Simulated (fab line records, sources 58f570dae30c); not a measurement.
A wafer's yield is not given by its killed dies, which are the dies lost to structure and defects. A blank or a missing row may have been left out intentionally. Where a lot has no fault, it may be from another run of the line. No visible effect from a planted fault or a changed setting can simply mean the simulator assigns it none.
One fault seen from 2 desks    flow berkeley-cmos170    numbers are kept per desk, each desk with only its own; the story behind them comes last

METROLOGY DESK
Lot by lot, what the gauges showed, no matter which tool ran the lot: averages of those sampled wafers that carry a number. Marked OUT: a lot whose mean sits more than 4 standard deviations from the usual mean, which makes it out of limits; the brackets give that distance.
Columns: A = cd-nm at UCB170_ACTIVE_CD_MEAS_13, usual 1200.6 nm; B = PFIELD_OVL at UCB170_PFIELD_OVL_MEAS_06, usual 6 nm
lot   first seen here  A       B
L582  day 4 05:19      1199.3  5
L584  day 4 10:44      1200.2  -2
L586  day 5 01:07      1200.8  -1
L587  day 5 07:41      1199.2  15
L588  day 5 22:01      1203.7  6
L590  day 5 22:23      1200.2  9
L591  day 6 04:42      1201.1  4
L592  day 6 14:49      1199.8  9
L594  day 6 15:04      1201.7  5
L595  day 7 00:53      1199.4  7
L597  day 7 16:52      1197.3  8
L600  day 7 23:01      1202.3  13
L599  day 7 23:50      1203.0  3
L603  day 8 13:22      1200.2  -4
L604  day 8 21:51      1200.0  7
Finding of this desk: none of the 15 lots has anything out of limits.

TOOL OWNER'S DESK, rie-diel-01
The tool's own readings at UCB170_ACTIVE_ETCH_15 (etches Si3N4 in CH3F/Ar/O2, stops on SiO2, target depth 242 nm, time 151 s): means of the sampled wafers that have a number, for each lot that ran on this tool. Marked OUT: a lot whose mean sits more than 4 standard deviations from the usual mean, which makes it out of limits; the brackets give that distance.
Columns: A = drypump-motor-current-A at UCB170_ACTIVE_ETCH_15, usual 5.7 A; B = oes-product-au at UCB170_ACTIVE_ETCH_15, usual 0.948 a.u.; C = run-length-s at UCB170_ACTIVE_ETCH_15, usual 179.4 s; D = throttle-valve-pct at UCB170_ACTIVE_ETCH_15, usual 8.01 %
lot   first seen here  A    B                 C                D
L582  day 4 05:27      5.4  0.963             179.4            7.91
L584  day 4 10:53      5.4  0.960             179.4            7.93
L594  day 6 15:11      5.2  0.964             179.3            8.02
L599  day 7 23:59      5.4  1.005 (+4.4) OUT  171.8 (-17) OUT  7.93
L603  day 8 13:31      5.4  1.005 (+4.4) OUT  172.0 (-17) OUT  7.92
L604  day 8 21:59      5.6  1.005 (+4.4) OUT  172.3 (-16) OUT  7.95
Finding of this desk: L599, L603, L604 out of limits; the first was L599 at day 7 23:59, on oes-product-au at UCB170_ACTIVE_ETCH_15. In limits: L582, L584, L594.

ALL TOGETHER
The tool owner's desk had the chance to raise an alarm at day 7 23:59 on L599, L603, L604.
Nothing out of limits was seen by the metrology desk.
The metrology desk holds a record of L599, L603, L604, inside its limits.
UCB170_ACTIVE_ETCH_15 was run on rie-diel-01 by each of the lots named.

WHAT THE SIMULATOR HAD INSERTED
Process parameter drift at UCB170_ACTIVE_ETCH_15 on rie-diel-01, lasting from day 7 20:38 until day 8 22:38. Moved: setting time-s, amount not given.
Shown lots that were struck: L599, L603, L604.
Delay in hours, fault start to first out-of-limits reading, by desk: the tool owner's desk at 3.
